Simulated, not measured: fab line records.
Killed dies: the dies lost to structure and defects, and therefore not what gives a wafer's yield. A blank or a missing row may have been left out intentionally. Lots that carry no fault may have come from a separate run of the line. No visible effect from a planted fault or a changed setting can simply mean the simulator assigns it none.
fab line records ; flow berkeleyCmos170
record: lots: 14; wafers: 42; lastDay: 11
route steps=331 shown FIELD@126 GATE@131 M1@247
lots that met no fault: from a run of the same line without faults
startH: start of the lot's first displayed wafer, in hours after the record's first day ; waitH: hours from the lot's prior step to this one ; " identical to the entry in the row above ; L1.1+2: a single row standing in for several wafers ; - no value present, or no start provided ; * or withheld: withheld ; < > ~ a bound
route shown NAME@n: NAME is a module with steps in the file, n the number in the route of the first one ; usual: mean/standard deviation taken from wafers without a fault ; same: alike in all rows ; chamber/n: place in a boat ; sites: readings site by site ; _std_site: the values' standard deviation ; _edge_site: the outer-site mean with the inner-site mean subtracted ; radiusMm: how far each site lies from the wafer's centre ; mask NAME#n: copy n ; behind: the most recent tool/chamber to have shaped the wafer ; hold: reason for holding the lot/hours on hold/outcome of the hold ; device: the n, p or np transistor that did not switch ; end of line: the tests these same wafers got at the end of their route ; step lacking rows: just its recipe ; killed: dies that structure and defects cost at the first sort, which is not the same as the wafer's yield ; map: per-die view of a wafer (x killed, . not killed, _ where there is no die)
set.NAME: the setting that was run; set.NAME@STEP: the one run at that earlier step ; model.NAME: the simulator's own value behind a step, which no gauge read
steps of the route over a sample of lots; a table a step, a row a wafer
services: from which hour (startH, from the record's first day; less than 0 if before it) a tool's chamber was out of use, for how many hours, and why
== steps ==
step: UCB170_FIELD_THK_MEAS_91
recipe: reads: SiO2_of_FIELD_OXIDATION_01
usual: FIELD_OXIDE_LEFT_2_THK: 355/15
lot.wafer;tool;chamber;startH;waitH;FIELD_OXIDE_LEFT_2_THK[nm]
L345.1;filmMetro-02;-;122.55;0.0;349
L345.2;filmMetro-02;-;122.55;0.0;347
L345.3;filmMetro-02;-;122.55;0.0;347
L344.1;filmMetro-04;-;123.09;0.0;370
L344.2;filmMetro-04;-;123.09;0.0;360
L344.4;filmMetro-04;-;123.09;0.0;365
L348.1;filmMetro-01;-;128.98;0.0;347
L348.3;filmMetro-01;-;128.98;0.0;340
L348.5;filmMetro-01;-;128.98;0.0;348
L347.1;filmMetro-01;-;129.31;0.0;350
L347.2;filmMetro-01;-;129.31;0.0;344
L347.4;filmMetro-01;-;129.31;0.0;348
L349.3;filmMetro-01;-;135.81;0.0;341
L349.4;filmMetro-01;-;135.81;0.0;330
L349.6;filmMetro-01;-;135.81;0.0;342
L350.1;filmMetro-02;-;136.05;0.0;339
L350.4;filmMetro-02;-;136.05;0.0;347
L350.5;filmMetro-02;-;136.05;0.0;352
L351.2;filmMetro-04;-;149.21;0.0;343
L351.3;filmMetro-04;-;149.21;0.0;345
L351.6;filmMetro-04;-;149.21;0.0;342
L353.2;filmMetro-01;-;158.74;0.0;345
L353.3;filmMetro-01;-;158.74;0.0;347
L353.6;filmMetro-01;-;158.74;0.0;358
L357.1;filmMetro-04;-;176.73;0.0;355
L357.3;filmMetro-04;-;176.73;0.0;369
L357.6;filmMetro-04;-;176.73;0.0;371
L355.2;filmMetro-04;-;177.01;0.0;361
L355.4;filmMetro-04;-;177.01;0.0;376
L355.5;filmMetro-04;-;177.01;0.0;377
L354.1;filmMetro-02;-;177.14;0.0;387
L354.4;filmMetro-02;-;177.14;0.0;388
L354.6;filmMetro-02;-;177.14;0.0;372
L356.1;filmMetro-01;-;177.28;0.0;362
L356.3;filmMetro-01;-;177.28;0.0;360
L356.5;filmMetro-01;-;177.28;0.0;356
L359.2;filmMetro-04;-;179.53;0.0;366
L359.3;filmMetro-04;-;179.53;0.0;368
L359.6;filmMetro-04;-;179.53;0.0;370
L362.2;filmMetro-01;-;202.18;0.0;341
L362.4;filmMetro-01;-;202.18;0.0;350
L362.6;filmMetro-01;-;202.18;0.0;345
step: UCB170_GATE_THK_MEAS_05
recipe: reads: poly-Si_of_GATE_CVD_04
usual: GATE_POLY_THK: 214.5/1.6
lot.wafer;tool;chamber;startH;waitH;GATE_POLY_THK[nm]
L345.1;filmMetro-03;-;134.30;0.0;217.2
L345.2;filmMetro-03;-;134.30;0.0;214.5
L345.3;filmMetro-03;-;134.30;0.0;214.2
L344.1;filmMetro-03;-;134.36;0.1;213.4
L344.2;filmMetro-03;-;134.36;0.1;213.2
L344.4;filmMetro-03;-;134.36;0.1;212.9
L347.1;filmMetro-02;-;139.76;0.0;215.5
L347.2;filmMetro-02;-;139.76;0.0;213.9
L347.4;filmMetro-02;-;139.76;0.0;215.0
L348.1;filmMetro-03;-;139.76;0.0;216.5
L348.3;filmMetro-03;-;139.76;0.0;215.8
L348.5;filmMetro-03;-;139.76;0.0;216.8
L350.1;filmMetro-04;-;144.36;0.0;213.2
L350.4;filmMetro-04;-;144.36;0.0;213.5
L350.5;filmMetro-04;-;144.36;0.0;211.5
L349.3;filmMetro-03;-;144.38;0.0;215.2
L349.4;filmMetro-03;-;144.38;0.0;214.7
L349.6;filmMetro-03;-;144.38;0.0;213.1
L351.2;filmMetro-04;-;160.45;0.0;217.6
L351.3;filmMetro-04;-;160.45;0.0;216.3
L351.6;filmMetro-04;-;160.45;0.0;214.6
L353.2;filmMetro-03;-;166.79;0.0;217.1
L353.3;filmMetro-03;-;166.79;0.0;216.6
L353.6;filmMetro-03;-;166.79;0.0;218.0
L357.1;filmMetro-02;-;193.03;0.0;213.1
L357.3;filmMetro-02;-;193.03;0.0;212.2
L357.6;filmMetro-02;-;193.03;0.0;211.8
L354.1;filmMetro-03;-;193.04;0.0;213.9
L354.4;filmMetro-03;-;193.04;0.0;214.1
L354.6;filmMetro-03;-;193.04;0.0;213.2
L355.2;filmMetro-04;-;193.04;0.0;215.6
L355.4;filmMetro-04;-;193.04;0.0;218.1
L355.5;filmMetro-04;-;193.04;0.0;216.6
L356.1;filmMetro-02;-;193.09;0.1;215.6
L356.3;filmMetro-02;-;193.09;0.1;214.7
L356.5;filmMetro-02;-;193.09;0.1;213.8
L359.2;filmMetro-04;-;193.10;0.1;214.0
L359.3;filmMetro-04;-;193.10;0.1;214.2
L359.6;filmMetro-04;-;193.10;0.1;214.4
L362.2;filmMetro-04;-;211.07;0.0;213.3
L362.4;filmMetro-04;-;211.07;0.0;214.0
L362.6;filmMetro-04;-;211.07;0.0;214.0
step: UCB170_M1_CD_MEAS_09
recipe: targetCdNm: 700
usual: cdNm: 700.3/1.6
lot.wafer;tool;chamber;startH;waitH;cdNm
L345.1;cdSem-01;-;157.80;-;699.6
L345.2;cdSem-01;-;157.80;-;699.7
L345.3;cdSem-01;-;157.80;-;699.4
L344.1;cdSem-01;-;160.39;-;698.9
L344.2;cdSem-01;-;160.39;-;698.8
L344.4;cdSem-01;-;160.39;-;699.8
L348.1;cdSem-02;-;164.48;-;699.3
L348.3;cdSem-02;-;164.48;-;698.2
L348.5;cdSem-02;-;164.48;-;698.7
L347.1;cdSem-02;-;165.12;-;698.1
L347.2;cdSem-02;-;165.12;-;699.0
L347.4;cdSem-02;-;165.12;-;698.2
L350.1;cdSem-01;-;166.08;-;700.5
L350.4;cdSem-01;-;166.08;-;700.6
L350.5;cdSem-01;-;166.08;-;700.9
L349.3;cdSem-02;-;166.52;-;698.9
L349.4;cdSem-02;-;166.52;-;698.1
L349.6;cdSem-02;-;166.52;-;698.4
L351.2;cdSem-02;-;184.19;-;700.7
L351.3;cdSem-02;-;184.19;-;701.0
L351.6;cdSem-02;-;184.19;-;701.0
L353.2;cdSem-02;-;190.01;-;700.6
L353.3;cdSem-02;-;190.01;-;701.0
L353.6;cdSem-02;-;190.01;-;700.0
L357.1;cdSem-01;-;218.35;-;696.0
L357.3;cdSem-01;-;218.35;-;697.0
L357.6;cdSem-01;-;218.35;-;696.9
L355.2;cdSem-01;-;220.60;-;701.6
L355.4;cdSem-01;-;220.60;-;701.6
L355.5;cdSem-01;-;220.60;-;700.8
L356.1;cdSem-02;-;220.60;-;700.2
L356.3;cdSem-02;-;220.60;-;698.8
L356.5;cdSem-02;-;220.60;-;699.3
L359.2;cdSem-01;-;220.89;-;702.2
L359.3;cdSem-01;-;220.89;-;701.4
L359.6;cdSem-01;-;220.89;-;701.0
L354.1;cdSem-01;-;221.15;-;698.6
L354.4;cdSem-01;-;221.15;-;699.5
L354.6;cdSem-01;-;221.15;-;699.8
L362.2;cdSem-02;-;240.03;-;702.2
L362.4;cdSem-02;-;240.03;-;702.1
L362.6;cdSem-02;-;240.03;-;701.8
step: UCB170_M1_ETCH_11
recipe: chemistry: N2/H2; targetDepthA: withheld; overetchA: withheld; target: BARC; timeS: withheld; sourceW: 500; biasW: 100; pressureMtorr: 30; n2FlowSccm: 100; h2FlowSccm: 200
usual: biasW: 99.99/0.28; chamberPressureMTorr: 30.000/0.026; drypumpMotorCurrentA: 6.1/0.44; oesProductAu: 1.010/0.02; throttleValvePct: 13.24/0.16
lot.wafer;tool;chamber;startH;waitH;biasW;chamberPressureMTorr;drypumpMotorCurrentA;oesProductAu;throttleValvePct
L345.1;rieDiel-01;3;157.96;0.0;99.98;30.015;6.0;0.997;13.39
L345.2;rieDiel-01;2;157.96;0.0;99.66;29.974;5.5;1.026;13.16
L345.3;rieDiel-01;0;157.96;0.0;100.25;30.001;5.9;1.018;13.34
L344.1;rieDiel-04;0;160.55;0.0;100.27;29.997;6.5;1.053;13.19
L344.2;rieDiel-04;1;160.55;0.0;100.68;29.998;6.4;0.985;13.32
L344.4;rieDiel-04;1;160.55;0.0;100.27;30.011;6.4;0.984;13.30
L348.1;rieDiel-03;0;164.64;0.0;100.33;29.997;5.8;1.023;13.58
L348.3;rieDiel-03;2;164.64;0.0;99.84;29.951;6.3;1.021;13.09
L348.5;rieDiel-03;2;164.64;0.0;100.18;30.037;6.3;1.013;13.06
L347.1;rieDiel-01;1;165.27;0.0;99.72;29.993;6.2;1.004;13.20
L347.2;rieDiel-01;0;165.27;0.0;99.72;30.024;5.9;1.010;13.36
L347.4;rieDiel-01;2;165.27;0.0;99.84;29.986;5.5;1.019;13.18
L350.1;rieDiel-04;1;166.24;0.0;100.28;30.013;6.4;0.976;13.29
L350.4;rieDiel-04;0;166.24;0.0;99.53;29.996;6.5;1.054;13.20
L350.5;rieDiel-04;3;166.24;0.0;100.25;29.991;6.7;1.000;13.05
L349.3;rieDiel-01;2;166.63;0.0;99.91;29.994;5.5;1.017;13.18
L349.4;rieDiel-01;0;166.63;0.0;99.88;29.998;5.9;0.999;13.34
L349.6;rieDiel-01;2;166.63;0.0;100.06;29.966;5.5;1.008;13.17
L351.2;rieDiel-03;0;184.33;0.0;99.66;30.034;5.8;1.015;13.58
L351.3;rieDiel-03;2;184.33;0.0;100.21;30.019;6.3;1.008;13.08
L351.6;rieDiel-03;2;184.33;0.0;100.10;29.988;6.3;1.019;13.08
L353.2;rieDiel-04;2;190.15;0.0;99.64;30.013;5.3;1.025;13.31
L353.3;rieDiel-04;1;190.15;0.0;99.95;29.981;6.5;0.980;13.31
L353.6;rieDiel-04;2;190.15;0.0;99.48;30.044;5.3;1.032;13.31
L357.1;rieDiel-03;2;218.50;0.0;99.52;30.030;6.3;1.026;13.07
L357.3;rieDiel-03;1;218.50;0.0;99.90;29.966;5.2;0.988;13.45
L357.6;rieDiel-03;1;218.50;0.0;99.96;29.955;5.2;0.998;13.45
L355.2;rieDiel-04;3;220.74;0.0;100.50;30.012;6.7;1.009;13.05
L355.4;rieDiel-04;0;220.74;0.0;99.94;29.977;6.5;1.058;13.19
L355.5;rieDiel-04;3;220.74;0.0;100.04;29.995;6.7;0.995;13.03
L356.1;rieDiel-03;3;220.76;0.0;-;-;-;-;-
L356.3;rieDiel-03;1;220.76;0.0;-;-;-;-;-
L356.5;rieDiel-03;3;220.76;0.0;-;-;-;-;-
L359.2;rieDiel-01;1;221.03;0.0;-;-;-;-;-
L359.3;rieDiel-01;2;221.03;0.0;-;-;-;-;-
L359.6;rieDiel-01;0;221.03;0.0;-;-;-;-;-
L354.1;rieDiel-04;3;221.31;0.0;99.86;29.958;6.7;1.004;13.03
L354.4;rieDiel-04;1;221.31;0.0;99.81;29.985;6.4;0.982;13.30
L354.6;rieDiel-04;3;221.31;0.0;99.57;30.012;6.7;1.004;13.04
L362.2;rieDiel-01;2;240.19;0.0;99.85;29.991;5.5;1.030;13.18
L362.4;rieDiel-01;1;240.19;0.0;100.11;30.005;6.2;1.008;13.20
L362.6;rieDiel-01;2;240.19;0.0;100.02;30.018;5.5;1.025;13.17
step: UCB170_M1_METAL_ETCH_12
recipe: chemistry: Cl2/BCl3; target: Al; stopOn: PSG; pressureMtorr: 12; targetDepthA: 7800; overEtchFrac: 0.3; timeS: 130; icpW: 600; biasW: 120; Cl2_flow_sccm: 90; bcl3FlowSccm: 45
usual: bcl3FlowSccm: 44.99/0.13; biasW: 119.9/0.38; drypumpMotorCurrentA: 5.6/0.35; oesProductAu: 0.856/0.015; throttleValvePct: 24.44/0.27
lot.wafer;tool;chamber;startH;waitH;bcl3FlowSccm;biasW;drypumpMotorCurrentA;oesProductAu;rfHoursCounterH;throttleValvePct
L345.1;rieMetal-01;0;158.00;-;45.11;120.7;5.3;0.847;9;24.67
L345.2;rieMetal-01;1;158.00;-;45.03;119.5;6.1;0.850;1;24.85
L345.3;rieMetal-01;0;158.00;-;45.18;119.8;5.3;0.856;-;24.66
L344.1;rieMetal-04;1;160.59;-;45.20;120.3;5.2;0.862;12;24.49
L344.2;rieMetal-04;0;160.59;-;45.01;120.0;5.3;0.888;8;24.42
L344.4;rieMetal-04;1;160.59;-;44.96;120.0;5.2;0.863;-;24.47
L348.1;rieMetal-01;0;164.70;-;44.94;119.5;5.3;0.844;9;24.66
L348.3;rieMetal-01;1;164.70;-;44.87;119.8;6.0;0.854;-;24.83
L348.5;rieMetal-01;0;164.70;-;44.88;120.3;5.3;0.857;-;24.64
L347.1;rieMetal-04;0;165.32;-;44.84;119.7;5.3;0.879;8;24.41
L347.2;rieMetal-04;1;165.32;-;44.69;120.2;5.3;0.855;12;24.47
L347.4;rieMetal-04;0;165.32;-;44.95;120.3;5.3;0.889;-;24.41
L350.1;rieMetal-03;0;166.28;-;44.99;119.8;5.7;0.856;5;24.00
L350.4;rieMetal-03;0;166.28;-;45.04;119.3;5.7;0.854;-;23.99
L350.5;rieMetal-03;0;166.28;-;45.15;119.9;5.7;0.865;-;24.00
L349.3;rieMetal-01;1;166.72;-;44.96;119.7;6.1;0.847;-;24.85
L349.4;rieMetal-01;0;166.72;-;45.04;119.9;5.3;0.846;-;24.68
L349.6;rieMetal-01;0;166.72;-;44.96;119.6;5.3;0.846;-;24.66
L351.2;rieMetal-03;0;184.37;-;45.27;119.9;5.7;0.861;6;24.00
L351.3;rieMetal-03;1;184.37;-;45.03;119.4;6.0;0.840;-;24.29
L351.6;rieMetal-03;1;184.37;-;45.05;119.5;6.0;0.831;-;24.30
L353.2;rieMetal-03;0;190.19;-;45.14;119.5;5.7;0.856;6;24.00
L353.3;rieMetal-03;1;190.19;-;45.06;119.9;6.0;0.829;-;24.30
L353.6;rieMetal-03;1;190.19;-;45.07;120.3;6.0;0.831;-;24.31
L357.1;rieMetal-03;1;218.54;-;45.02;119.5;6.0;0.852;11;24.29
L357.3;rieMetal-03;0;218.54;-;44.97;119.3;5.7;0.864;-;24.00
L357.6;rieMetal-03;0;218.54;-;44.92;119.4;5.7;0.870;-;23.98
L355.2;rieMetal-01;1;220.78;-;45.06;119.5;6.0;0.857;2;24.82
L355.4;rieMetal-01;1;220.78;-;44.98;120.3;6.0;0.857;-;24.83
L355.5;rieMetal-01;0;220.78;-;45.12;119.9;5.3;0.840;-;24.66
L356.1;rieMetal-03;1;220.80;-;45.22;119.8;6.0;0.371;11;24.53
L356.3;rieMetal-03;1;220.80;-;45.07;119.9;6.0;0.364;-;24.54
L356.5;rieMetal-03;0;220.80;-;44.98;120.3;5.7;0.376;-;24.22
L359.2;rieMetal-04;0;221.07;-;45.01;119.5;5.3;0.390;10;24.64
L359.3;rieMetal-04;1;221.07;-;44.97;120.7;5.3;0.376;-;24.72
L359.6;rieMetal-04;1;221.07;-;45.24;120.4;5.3;0.375;-;24.73
L354.1;rieMetal-01;1;221.35;-;44.97;120.5;6.1;0.858;3;24.84
L354.4;rieMetal-01;0;221.35;-;44.93;120.1;5.3;0.839;-;24.67
L354.6;rieMetal-01;0;221.35;-;44.93;120.4;5.3;0.839;-;24.66
L362.2;rieMetal-04;1;240.24;-;45.05;119.7;5.3;0.853;15;24.48
L362.4;rieMetal-04;0;240.24;-;44.76;119.8;5.3;0.874;-;24.41
L362.6;rieMetal-04;0;240.24;-;44.86;119.7;5.3;0.883;-;24.41
step: UCB170_M1_CD_MEAS_90
recipe: targetCdNm: 700
usual: cdNm: 699.5/2.6
lot.wafer;tool;chamber;startH;waitH;cdNm
L345.1;cdSem-01;-;158.23;0.1;701.3
L345.2;cdSem-01;-;158.23;0.1;696.7
L345.3;cdSem-01;-;158.23;0.1;703.1
L344.1;cdSem-02;-;160.82;0.1;699.5
L344.2;cdSem-02;-;160.82;0.1;696.5
L344.4;cdSem-02;-;160.82;0.1;697.2
L348.1;cdSem-01;-;164.93;0.1;701.1
L348.3;cdSem-01;-;164.93;0.1;697.0
L348.5;cdSem-01;-;164.93;0.1;702.6
L347.1;cdSem-02;-;165.55;0.1;695.9
L347.2;cdSem-02;-;165.55;0.1;698.4
L347.4;cdSem-02;-;165.55;0.1;695.7
L350.1;cdSem-01;-;166.56;0.1;696.7
L350.4;cdSem-01;-;166.56;0.1;698.8
L350.5;cdSem-01;-;166.56;0.1;698.4
L349.3;cdSem-02;-;166.95;0.1;697.1
L349.4;cdSem-02;-;166.95;0.1;702.9
L349.6;cdSem-02;-;166.95;0.1;701.6
L351.2;cdSem-01;-;184.62;0.1;699.1
L351.3;cdSem-01;-;184.62;0.1;701.0
L351.6;cdSem-01;-;184.62;0.1;701.1
L353.2;cdSem-02;-;190.45;0.1;699.4
L353.3;cdSem-02;-;190.45;0.1;700.9
L353.6;cdSem-02;-;190.45;0.1;700.8
L357.1;cdSem-01;-;218.78;0.1;695.1
L357.3;cdSem-01;-;218.78;0.1;693.9
L357.6;cdSem-01;-;218.78;0.1;694.1
L355.2;cdSem-02;-;221.03;0.1;699.5
L355.4;cdSem-02;-;221.03;0.1;699.4
L355.5;cdSem-02;-;221.03;0.1;701.9
L356.1;cdSem-02;-;221.13;0.2;-
L356.3;cdSem-02;-;221.13;0.2;-
L356.5;cdSem-02;-;221.13;0.2;-
L359.2;cdSem-01;-;221.37;0.1;-
L359.3;cdSem-01;-;221.37;0.1;-
L359.6;cdSem-01;-;221.37;0.1;-
L354.1;cdSem-02;-;221.58;0.1;695.8
L354.4;cdSem-02;-;221.58;0.1;701.8
L354.6;cdSem-02;-;221.58;0.1;700.1
L362.2;cdSem-02;-;240.49;0.1;700.4
L362.4;cdSem-02;-;240.49;0.1;698.4
L362.6;cdSem-02;-;240.49;0.1;698.8
== services ==
tool;chamber;startH;hours;kind
rieDiel-03;3;141.79;38.4;repair
rieMetal-03;-;147.10;0.5;repair
rieDiel-04;2;147.84;1.6;repair
rieDiel-03;1;151.84;20.0;repair
rieDiel-04;2;157.10;15.3;repair
rieMetal-03;0;163.39;2.5;repair
rieMetal-03;-;175.30;2.7;repair
rieDiel-01;0;176.66;2.3;repair
rieMetal-01;-;179.17;14.6;pm
rieDiel-03;-;179.98;0.2;repair
rieDiel-01;0;181.02;4.1;repair
rieDiel-03;-;184.42;0.3;repair
rieDiel-03;0;200.83;-;clean
rieDiel-03;0;200.83;22.8;scheduledDown
rieDiel-03;0;200.83;22.8;ventCycle
rieDiel-03;1;227.97;-;clean
rieDiel-03;1;227.97;30.1;scheduledDown
rieDiel-03;1;227.97;30.1;ventCycle
== key ==
firstSign: step: UCB170_M1_ETCH_11; reading: toolRecord; direction: missing
effect: step: UCB170_M1_METAL_ETCH_12; reading: oesProductAu; direction: down; sigmas: 32; usual: 0.856; struck: 0.375
effect: step: UCB170_M1_CD_MEAS_90; reading: cdNm; direction: missing
metAt UCB170_M1_ETCH_11
struckLots L356,L359
laterRowsLeftOut L356.1,L356.3,L356.5,L359.2,L359.3,L359.6
sortLeftOut L356.1,L356.3,L356.5,L359.2,L359.3,L359.6
notActingAt UCB170_FIELD_THK_MEAS_91,UCB170_GATE_THK_MEAS_05,UCB170_M1_CD_MEAS_09
onsetBetween 218.50 220.76
fault: kind: skippedStepWhole; tool: rieDiel-01,rieDiel-03; chamber: -; onsetH: 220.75; steps: UCB170_M1_ETCH_11; scope: struckLotsOnly
sortLeftOut: the simulated sort isn't trusted on such a fault, so these wafers' sort isn't shown, and their yield isn't known
laterRowsLeftOut: the simulator's readings of these wafers behind a module that went badly wrong aren't trusted and aren't shown, but for the sort
